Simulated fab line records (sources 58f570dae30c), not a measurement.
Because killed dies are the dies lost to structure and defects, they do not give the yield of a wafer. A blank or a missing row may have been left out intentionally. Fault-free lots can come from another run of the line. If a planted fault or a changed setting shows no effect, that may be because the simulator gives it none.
What tool caused it? ; flow berkeley-cmos170 ; 39 wafers from 13 lots sampled at 2 of the route's 331 steps

## WHAT EACH GAUGE READ, for each wafer
UCB170_NWELL_THK_MEAS_05.
lot;measured;on;NWELL_NITRIDE_THK (nm)
L464;day 2 09:31;film-metro-04;224.5 226.2 225.1
L465;day 2 09:31;film-metro-03;224.1 224.7 223.1
L466;day 2 18:16;film-metro-04;225.5 225.7 226.5
L468;day 2 23:04;film-metro-04;254.1 253.9 252.1
L469;day 3 06:18;film-metro-03;247.8 247.7 248.7
L477;day 4 22:07;film-metro-03;227.4 229.8 229.1
L481;day 5 19:27;film-metro-04;220.2 218.0 219.7
L482;day 5 23:32;film-metro-03;226.5 226.9 227.1
L483;day 6 05:17;film-metro-01;223.2 224.4 225.0
L484;day 6 16:56;film-metro-01;226.8 226.1 227.9
L485;day 6 16:57;film-metro-03;227.1 224.6 227.8
L486;day 7 00:59;film-metro-04;223.5 224.6 225.1
L487;day 7 02:09;film-metro-01;223.1 224.7 225.0

## WHAT TOOL EACH LOT RAN ON (gives the tool, then ch and the chambers of the sampled wafers, and finally the start)
lot;UCB170_NWELL_CVD_04
L464;lpcvd-02 ch 1, day 2 07:34
L465;lpcvd-02 ch 1, day 2 07:34
L466;lpcvd-02 ch 1, day 2 16:20
L468;lpcvd-02 ch 0, day 2 21:07
L469;lpcvd-02 ch 0, day 3 04:22
L477;lpcvd-01 ch 0, day 4 20:11
L481;lpcvd-01 ch 0, day 5 17:30
L482;lpcvd-01 ch 1, day 5 21:35
L483;lpcvd-01 ch 1, day 6 03:20
L484;lpcvd-02 ch 1, day 6 14:55
L485;lpcvd-02 ch 0, day 6 14:55
L486;lpcvd-01 ch 0, day 6 23:04
L487;lpcvd-02 ch 0, day 7 00:12
- UCB170_NWELL_CVD_04: deposits Si3N4 from SiH2Cl2/NH3, target thk 224 nm, time 3360 s.

## WHAT THE TOOLS THEMSELVES READ (means of the sampled wafers that have a number; where no wafer has one, the mark that the record gives instead)
UCB170_NWELL_CVD_04.
lot;tool;nh3-flow-sccm (sccm)
L464;lpcvd-02;75.14
L465;lpcvd-02;75.11
L466;lpcvd-02;74.81
L468;lpcvd-02;74.95
L469;lpcvd-02;75.06
L477;lpcvd-01;75.13
L481;lpcvd-01;75.42
L482;lpcvd-01;74.96
L483;lpcvd-01;75.16
L484;lpcvd-02;74.68
L485;lpcvd-02;74.83
L486;lpcvd-01;74.97
L487;lpcvd-02;75.20

## THE ANSWER, worked out from the rows above alone
Rule: the lots themselves supply what counts as usual. The widest of any qualifying gaps counts: lots, ordered by their means at a reading, are off when they make up no more than a third of the lots, leave a main group of 4 or more, and stand apart from it by 3 or more times the standard deviation of that group's means. If all means in a main group match to the digits the tables above print for the reading, that group is not used. A lot without any number at a reading at which 4 lots or more have one is off too. Where the step has rows for the other lots, those lots are counted as sound. The gauges are gone through in route order, then the tools' own readings, and for those a lot's mean is taken as printed above. At the first step where some lot is off, the reading lying furthest off is the one used; lots without a number count as furthest.
Off: L468, L469, seen at UCB170_NWELL_THK_MEAS_05 (NWELL_NITRIDE_THK). Mean 225.1 nm and standard deviation 2.3 in the main group.
If a tool, at a process step before that reading, ran all the lots that are off and no sound lot after the first of them, it fits. Gauges at UCB170_NWELL_THK_MEAS_05: tried the same way as those tools. No candidate that was tried fits.

## WHAT THE SIMULATOR HAD PUT IN
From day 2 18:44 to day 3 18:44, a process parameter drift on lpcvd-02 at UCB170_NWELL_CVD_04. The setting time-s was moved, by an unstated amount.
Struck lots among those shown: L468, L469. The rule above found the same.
